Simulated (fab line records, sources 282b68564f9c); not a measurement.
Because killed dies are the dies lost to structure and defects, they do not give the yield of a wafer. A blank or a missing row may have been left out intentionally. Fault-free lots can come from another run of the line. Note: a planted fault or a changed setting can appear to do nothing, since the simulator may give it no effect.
fab line records | flow rit-cmos
record: lots: 6 wafers: 18 last-day: 8
route steps=202 shown CONTACT@180 M1@184
lots with no fault: from the same line, run without faults
start-h: the number of hours between the record's first day and the start of the first shown wafer of the lot | wait-h: hours from the lot's prior step to this one | " the same as in the row above | L1.1+2: several wafers, shown together as one row | - either no value or no given start | * or withheld: withheld | < > ~ a bound
route shown NAME@n: a module of which the file shows steps, and the number in the route of the first | usual: the fault-free wafers' mean and standard deviation | same: alike in all rows | chamber/n: place in a boat | sites: readings site by site | _std_site: standard deviation of those values | _edge_site: mean of outer sites minus mean of inner sites | radius-mm: how far each site lies from the wafer's centre | mask NAME#n: copy n | behind: the tool/chamber that last shaped the wafer | hold: why the lot went on hold/how many hours it stayed there/how the hold came to an end | device: transistor that didn't switch, given as n, p or np | end of line: at the end of the route, the tests of the same wafers | step lacking rows: just its recipe | killed: the dies lost at the first sort to structure and to defects; this is not the yield of the wafer | map: a wafer's dies, marking killed ones x, the rest . and places with no die _
set.NAME: setting as actually run; set.NAME@STEP: the setting as run at that earlier step | model.NAME: the simulator's own value behind a step, which no gauge read
lots at selected steps of the route; one table per step, one row per wafer
services: when a tool's chamber went out of use (start-h, in hours from the record's first day, below 0 if earlier), for how many hours, and the reason
== steps ==
step: RIT_CONTACT_STRIP_12
recipe: chemistry: O2 time-s: 180 resist: NOVOLAK platen-temp-c: withheld power-w: 500 pressure-mtorr: 4000 o2-flow-sccm: 4000
usual: drypump-motor-current-A: 6.0/0.33
same: time-s: 180
columns lot.wafer tool chamber start-h wait-h drypump-motor-current-A rf-hours-counter-h
L959.1 plasma-asher-04 1 53.03 0.1 5.7 43
L959.5 " 0 " " 5.9 -
L959.6 " 1 " " 5.7 -
L960.1 plasma-asher-02 0 59.13 0.1 6.2 41
L960.4 " 1 " " 5.5 -
L960.5 " 0 " " 6.2 -
L975.3 plasma-asher-01 1 136.81 0.2 6.0 -
L975.4 " 0 " " 6.5 -
L975.6 " 1 " " 6.0 -
L977.2 plasma-asher-04 1 154.92 0.1 5.8 54
L977.4 " 1 " " 5.7 -
L977.6 " 1 " " 5.7 -
L981.2 plasma-asher-01 1 170.57 0.1 6.0 37
L981.3 " 0 " " 6.5 -
L981.5 " 0 " " 6.5 -
L982.3 plasma-asher-04 0 182.13 0.2 5.9 -
L982.4 " 1 " " 5.7 -
L982.5 " 1 " " 5.7 -
step: RIT_CONTACT_CD_MEAS_90
recipe: target-cd-nm: 1000
usual: cd-nm: 999.8/1.7
columns lot.wafer tool chamber start-h wait-h cd-nm
L959.1 cd-sem-02 - 53.20 0.1 1001.2
L959.5 " - " " 1002.3
L959.6 " - " " 1001.1
L960.1 cd-sem-02 - 59.31 0.1 999.8
L960.4 " - " " 1001.2
L960.5 " - " " 999.8
L975.3 cd-sem-02 - 136.96 0.1 999.0
L975.4 " - " " 998.9
L975.6 " - " " 1000.9
L977.2 cd-sem-01 - 155.11 0.1 1002.0
L977.4 " - " " 1000.9
L977.6 " - " " 1001.0
L981.2 cd-sem-01 - 170.77 0.1 1000.0
L981.3 " - " " 998.3
L981.5 " - " " 999.0
L982.3 cd-sem-02 - 182.29 0.1 999.6
L982.4 " - " " 1001.2
L982.5 " - " " 998.7
step: RIT_CONTACT_CLEAN_13
recipe: chemistry: SC1 mix: 3:3:50 time-s: 600 temp-c: 75
step: RIT_CONTACT_CLEAN_14
recipe: chemistry: SC2 mix: 3:3:50 time-s: 600 temp-c: 75 dry: n2-spin
step: RIT_M1_SPUTTER_00
recipe: material: Al target-thk-nm: 400 power-w: 2000 chamber-pressure-pa: 0.4 gas: Ar time-s: 500 substrate-temp-c: 25
usual: throttle-valve-pct: 30.2/1.1
same: time-s: 500
columns lot.wafer tool chamber start-h wait-h throttle-valve-pct
L959.1 pvd-sputter-04 - 53.85 0.0 32.1
L959.5 " - " " 32.3
L959.6 " - " " 30.1
L960.1 pvd-sputter-01 - 59.78 0.0 29.5
L960.4 " - " " 29.9
L960.5 " - " " 30.9
L975.3 pvd-sputter-04 - 137.39 0.0 30.1
L975.4 " - " " 29.0
L975.6 " - " " 29.9
L977.2 pvd-sputter-01 - 155.60 0.0 30.5
L977.4 " - " " 30.1
L977.6 " - " " 29.9
L981.2 pvd-sputter-03 - 171.24 0.0 28.1
L981.3 " - " " 28.3
L981.5 " - " " 30.4
L982.3 pvd-sputter-03 - 182.72 0.0 30.4
L982.4 " - " " 28.3
L982.5 " - " " 28.1
step: RIT_M1_RS_MEAS_01
recipe: thk-meas-gauge: four-point-probe reads: Al_of_M1_SPUTTER_00
usual: M1_AL_RS: 0.0731/0.00068
columns lot.wafer tool chamber start-h wait-h M1_AL_RS[ohm/sq]
L959.1 film-metro-02 - 54.14 0.1 0.0742
L959.5 " - " " 0.0741
L959.6 " - " " 0.0737
L960.1 film-metro-02 - 60.07 0.1 0.0722
L960.4 " - " " 0.0724
L960.5 " - " " 0.0728
L975.3 film-metro-02 - 137.73 0.2 0.0720
L975.4 " - " " 0.0731
L975.6 " - " " 0.0725
L977.2 film-metro-01 - 155.91 0.2 0.0730
L977.4 " - " " 0.0724
L977.6 " - " " 0.0724
L981.2 film-metro-04 - 171.55 0.2 0.0735
L981.3 " - " " 0.0734
L981.5 " - " " 0.0729
L982.3 film-metro-01 - 183.05 0.2 0.0731
L982.4 " - " " 0.0727
L982.5 " - " " 0.0731
step: RIT_M1_THK_MEAS_02
recipe: thk-meas-gauge: xrf reads: Al_of_M1_SPUTTER_00
usual: M1_AL_THK: 410/4.5
columns lot.wafer tool chamber start-h wait-h M1_AL_THK[nm]
L959.1 film-metro-02 - 54.26 0.1 404
L959.5 " - " " 405
L959.6 " - " " 407
L960.1 film-metro-02 - 60.19 0.1 414
L960.4 " - " " 414
L960.5 " - " " 413
L975.3 film-metro-02 - 137.83 0.1 416
L975.4 " - " " 408
L975.6 " - " " 411
L977.2 film-metro-01 - 156.02 0.1 411
L977.4 " - " " 414
L977.6 " - " " 413
L981.2 film-metro-04 - 171.66 0.1 408
L981.3 " - " " 410
L981.5 " - " " 411
L982.3 film-metro-01 - 183.15 0.1 411
L982.4 " - " " 414
L982.5 " - " " 412
step: RIT_M1_HMDS_03
recipe: prime-time-s: 60 prime-temp-c: 140
step: RIT_M1_COAT_04
recipe: resist: NOVOLAK spin-rpm: 2000 resist-thk-nm: 1300
step: RIT_M1_SOFTBAKE_05
recipe: resist: NOVOLAK temp-c: 90 time-s: 60
step: RIT_M1_EXPOSE_06
recipe: mask-id: M12 na: 0.6 source-shape: conventional sigma-outer: 0.5 target-cd-nm: 2600 dose-mj: 250
step: RIT_M1_PEB_07
recipe: resist: NOVOLAK temp-c: withheld time-s: withheld
step: RIT_M1_DEVELOP_08
recipe: resist: NOVOLAK develop-time-s: 68 dev-temp-c: 23
usual: chill-plate-temp-C: 23.00/0.1 developer-temp-C: 23.02/0.095
columns lot.wafer tool chamber start-h wait-h chill-plate-temp-C developer-temp-C
L959.1 litho-track-03 0 55 - 22.80 23.06
L959.5 " 0 " " 22.87 23.01
L959.6 " 0 " " 22.85 23.06
L960.1 litho-track-04 0 60 - 22.98 23.11
L960.4 " 0 61 - 22.75 23.13
L960.5 " 0 " " 23.01 22.89
L975.3 litho-track-04 0 138 - 22.99 22.26
L975.4 " 0 " " 22.99 22.32
L975.6 " 0 " " 23.08 22.13
L977.2 litho-track-04 0 156 - 23.10 22.43
L977.4 " 0 " " 23.21 22.48
L977.6 " 0 " " 23.30 22.39
L981.2 litho-track-03 0 172 - 23.07 22.94
L981.3 " 0 " " 23.03 23.26
L981.5 " 0 " " 23.07 22.87
L982.3 litho-track-03 0 184 - 23.09 22.91
L982.4 " 0 " " 22.98 23.05
L982.5 " 0 " " 23.06 23.10
step: RIT_M1_CD_MEAS_09
recipe: target-cd-nm: 2600
usual: cd-nm: 2600.1/2.5
columns lot.wafer tool chamber start-h wait-h cd-nm
L959.1 cd-sem-01 - 55.33 - 2600.7
L959.5 " - " " 2601.8
L959.6 " - " " 2601.7
L960.1 cd-sem-02 - 61.13 - 2599.6
L960.4 " - " " 2599.1
L960.5 " - " " 2599.1
L975.3 cd-sem-02 - 138.91 - 2593.6
L975.4 " - " " 2594.0
L975.6 " - " " 2595.4
L977.2 cd-sem-01 - 156.97 - 2594.6
L977.4 " - " " 2596.1
L977.6 " - " " 2596.6
L981.2 cd-sem-02 - 172.65 - 2599.5
L981.3 " - " " 2601.0
L981.5 " - " " 2601.4
L982.3 cd-sem-02 - 184.44 - 2601.0
L982.4 " - " " 2601.7
L982.5 " - " " 2600.2
step: RIT_M1_PROBE_99
usual: defect-limited-yield: 97.5/1 killed-at-contacts: 0.0/0.25 killed-at-front-end: 6.6/2.7 killed-dies: 6.7/2.7 killed-open: 3.3/1.9 killed-short: 3.4/1.9 sort_bin_3_pad_short: 0.1/0.24 sort_bin_5_function: 1.5/0.78 sort_bin_6_memory: 0.9/0.69 sort-n-pass: 257.3/2.7 sort-yield-pct: 97.5/1
same: gross-dies: 264 killed_at_M0_to_M3: 0 killed_at_M4_up: 0 killed-at-back-side: 0 killed-at-other: 0
columns lot.wafer tool chamber start-h wait-h defect-limited-yield[%] killed-at-contacts killed-at-front-end killed-dies killed-open killed-short sort_bin_3_pad_short[%] sort_bin_5_function[%] sort_bin_6_memory[%] sort-n-pass sort-yield-pct[%]
L959.1 prober-01 - 58.46 0.1 98.1 0 5 5 2 3 0 1.5 0.4 259.0 98.1
L959.5 prober-01 - 58.66 0.2 98.1 0 5 5 1 4 0 1.5 0.4 259.0 98.1
L959.6 prober-01 - 58.71 0.2 94.3 0 15 15 6 9 0.8 3.0 1.9 249.0 94.3
L960.1 prober-02 - 63.81 0.1 96.6 0 9 9 4 5 0 2.3 1.1 255.0 96.6
L960.4 prober-02 - 63.96 0.2 97.0 0 8 8 2 6 0.4 1.1 1.5 256.0 97.0
L960.5 prober-02 - 64.01 0.2 98.1 0 5 5 1 4 0 0.8 1.1 259.0 98.1
L975.3 prober-01 - 144.20 0.2 97.0 0 8 8 5 3 0.4 1.9 0.8 256.0 97.0
L975.4 prober-01 - 144.25 0.2 95.8 1 10 11 7 4 0.8 3.0 0.4 253.0 95.8
L975.6 prober-01 - 144.35 0.2 97.7 0 6 6 2 4 0 1.1 1.1 258.0 97.7
L977.2 prober-01 - 161.67 0.1 97.0 0 8 8 3 5 0 1.9 1.1 256.0 97.0
L977.4 prober-01 - 161.77 0.2 97.3 0 7 7 1 6 0.4 1.9 0.4 257.0 97.3
L977.6 prober-01 - 161.87 0.2 97.0 0 8 8 5 3 0.4 1.9 0.8 256.0 97.0
L981.2 prober-02 - 175.34 0.1 97.7 0 6 6 4 2 0 1.9 0.4 258.0 97.7
L981.3 prober-02 - 175.39 0.2 97.3 0 7 7 4 3 0 1.5 1.1 257.0 97.3
L981.5 prober-02 - 175.49 0.2 98.1 0 5 5 1 4 0 1.5 0.4 259.0 98.1
L982.3 prober-02 - 187.69 0.2 97.7 0 6 6 3 3 0 1.5 0.8 258.0 97.7
L982.4 prober-02 - 187.74 0.2 98.1 0 5 5 2 3 0 1.5 0.4 259.0 98.1
L982.5 prober-02 - 187.79 0.2 97.7 0 6 6 1 5 0 1.1 1.1 258.0 97.7
killed by level:class
L959.1 GATE:geometric-particle:short=1 GATE:geometric-particle:open=1 SPACER:geometric-particle:short=1 SPACER:geometric-particle:open=1 SILICIDE:geometric-particle:short=1
L959.5 ACTIVE:geometric-particle:short=1 FOX1:geometric-particle:open=1 GATE:geometric-particle:short=1 REOX:geometric-particle:short=1 SPACER:geometric-particle:short=1
L959.6 GATE:geometric-particle:open=4 GATE:geometric-particle:short=4 SPACER:geometric-particle:short=4 SPACER:geometric-particle:open=1 SILICIDE:geometric-particle:short=1 SILICIDE:geometric-particle:open=1
L960.1 SILICIDE:geometric-particle:short=2 FOX1:geometric-particle:open=1 GATE:geometric-particle:open=1 GATE:geometric-particle:short=1 REOX:geometric-particle:open=1 REOX:geometric-particle:short=1 SPACER:geometric-particle:short=1 SPACER:geometric-particle:open=1
L960.4 FOX1:geometric-particle:short=2 SILICIDE:geometric-particle:short=2 FOX1:geometric-particle:open=1 FOX2:geometric-particle:short=1 GATE:geometric-particle:short=1 SILICIDE:geometric-particle:open=1
L960.5 GATE:geometric-particle:short=2 REOX:geometric-particle:short=1 SILICIDE:geometric-particle:open=1 SILICIDE:geometric-particle:short=1
L975.3 GATE:geometric-particle:short=2 GATE:geometric-particle:open=2 FOX1:geometric-particle:open=1 REOX:geometric-particle:short=1 SPACER:geometric-particle:open=1 SILICIDE:geometric-particle:open=1
L975.4 GATE:geometric-particle:open=3 FOX1:geometric-particle:short=1 FOX2:geometric-particle:open=1 FOX2:geometric-particle:short=1 REOX:geometric-particle:open=1 SPACER:geometric-particle:open=1 SILICIDE:geometric-particle:short=1 SILICIDE:geometric-particle:open=1
L975.6 GATE:geometric-particle:short=2 FOX2:geometric-particle:short=1 GATE:geometric-particle:open=1 SILICIDE:geometric-particle:open=1 SILICIDE:geometric-particle:short=1
L977.2 GATE:geometric-particle:open=2 SILICIDE:geometric-particle:short=2 FOX1:geometric-particle:short=1 GATE:geometric-particle:short=1 SPACER:geometric-particle:short=1 SILICIDE:geometric-particle:open=1
L977.4 SILICIDE:geometric-particle:short=3 FOX1:geometric-particle:short=1 GATE:geometric-particle:short=1 REOX:geometric-particle:open=1 SPACER:geometric-particle:short=1
L977.6 FOX1:geometric-particle:open=2 REOX:geometric-particle:open=2 GATE:geometric-particle:open=1 GATE:geometric-particle:short=1 SPACER:geometric-particle:short=1 SILICIDE:geometric-particle:short=1
L981.2 FOX1:geometric-particle:open=2 FOX1:geometric-particle:short=1 GATE:geometric-particle:open=1 GATE:geometric-particle:short=1 SPACER:geometric-particle:open=1
L981.3 FOX2:geometric-particle:open=2 SPACER:geometric-particle:open=2 ACTIVE:geometric-particle:short=1 GATE:geometric-particle:short=1 SILICIDE:geometric-particle:short=1
L981.5 FOX1:geometric-particle:short=1 GATE:geometric-particle:short=1 SILICIDE:geometric-particle:short=1 SPACER:geometric-particle:short=1 SILICIDE:geometric-particle:open=1
L982.3 GATE:geometric-particle:open=2 FOX1:geometric-particle:short=1 FOX2:geometric-particle:short=1 GATE:geometric-particle:short=1 SPACER:geometric-particle:open=1
L982.4 FOX2:geometric-particle:open=2 GATE:geometric-particle:short=2 FOX2:geometric-particle:short=1
L982.5 SPACER:geometric-particle:short=3 GATE:geometric-particle:short=2 SPACER:geometric-particle:open=1
== services ==
columns tool chamber start-h hours kind
pvd-sputter-03 - 31.13 3.1 repair
plasma-asher-02 - 43.78 0.9 repair
pvd-sputter-01 - 101.58 5.3 repair
pvd-sputter-03 - 147.15 1.3 repair
plasma-asher-01 - 175.77 4.3 repair
== key ==
first-sign: step: RIT_M1_DEVELOP_08 reading: developer-temp-C direction: down sigmas: 7.2 usual: * struck: *
effect none on later readings
met-at RIT_M1_DEVELOP_08
struck-wafers L975.3,L975.4,L975.6,L977.2,L977.4,L977.6
loop-trim: step: RIT_M1_EXPOSE_06 setting: dose lots: L977
fault: kind: process-parameter-drift tool: litho-track-04 chamber: - onset-h: 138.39 steps: RIT_M1_DEVELOP_08 channel: dev-temp-c offset: * shape: step end-h: 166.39 acts-in: * stated: *
loop-trim: a control loop set the setting to another value than it would have without faults
